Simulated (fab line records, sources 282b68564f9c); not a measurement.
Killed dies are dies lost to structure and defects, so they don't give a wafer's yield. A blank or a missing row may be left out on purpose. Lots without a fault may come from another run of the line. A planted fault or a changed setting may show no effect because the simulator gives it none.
Which tool did it? | flow rit_cmos | 7 lots, 21 wafers sampled, at 2 steps of a route of 202

WHAT THE GAUGES READ, wafer by wafer
RIT_FOX2_THK_MEAS_01.
lot  | measured    | on            | FOX2_OXIDE_THK (nm)
L665 | day 1 23:29 | film_metro-03 | 354 361 350
L669 | day 2 20:29 | film_metro-02 | 366 364 360
L672 | day 3 12:33 | film_metro-03 | 347 348 355
L677 | day 4 13:07 | film_metro-03 | 382 385 384
L681 | day 5 08:15 | film_metro-03 | 396 394 391
L683 | day 5 18:49 | film_metro-02 | 350 353 353
L687 | day 6 15:02 | film_metro-03 | 347 352 351

WHICH TOOL RAN EACH LOT (tool, then ch and the chambers of the sampled wafers, then the start)
lot  | RIT_FOX2_OXIDATION_00
L665 | furnace-04 ch 0, day 1 22:10
L669 | furnace-03 ch 0, day 2 19:10
L672 | furnace-04 ch 0, day 3 11:13
L677 | furnace-01 ch 0, day 4 11:47
L681 | furnace-01 ch 0, day 5 06:56
L683 | furnace-04 ch 0, day 5 17:26
L687 | furnace-03 ch 0, day 6 13:43
- RIT_FOX2_OXIDATION_00: target thk 350.7 nm, ox time 1130 s.

THE ANSWER, worked out from the rows above alone
Rule: what is usual is taken from the lots themselves. Put in order of their means at a reading, lots are off if they are a third of the lots or fewer, leave a main group of 4 or more, and stand apart from it by a gap of 3 or more times the standard deviation of the main group's means; of several such gaps the widest counts. A main group whose means are all the same, to the digits that the tables above print for the reading, isn't used. A lot without any number at a reading at which 4 lots or more have one is off too. The other lots that the step has rows for count as sound.
Off: L677, L681, at RIT_FOX2_THK_MEAS_01 (FOX2_OXIDE_THK). The main group: mean 354 nm, standard deviation 5.
A tool fits if, at a process step before that reading, it ran every lot that is off, and no sound lot after the first of them. The gauges at RIT_FOX2_THK_MEAS_01 are tried like those tools. One fits: furnace-01 at RIT_FOX2_OXIDATION_00. It ran no sound lot before its first lot that is off in this sample, so the start can't be narrowed down.

WHAT THE SIMULATOR HAD PUT IN
Process parameter drift: furnace-01, from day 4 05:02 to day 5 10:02, at RIT_FOX2_OXIDATION_00. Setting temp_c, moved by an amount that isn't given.
Lots struck among those shown: L677, L681. The rule above found the same.
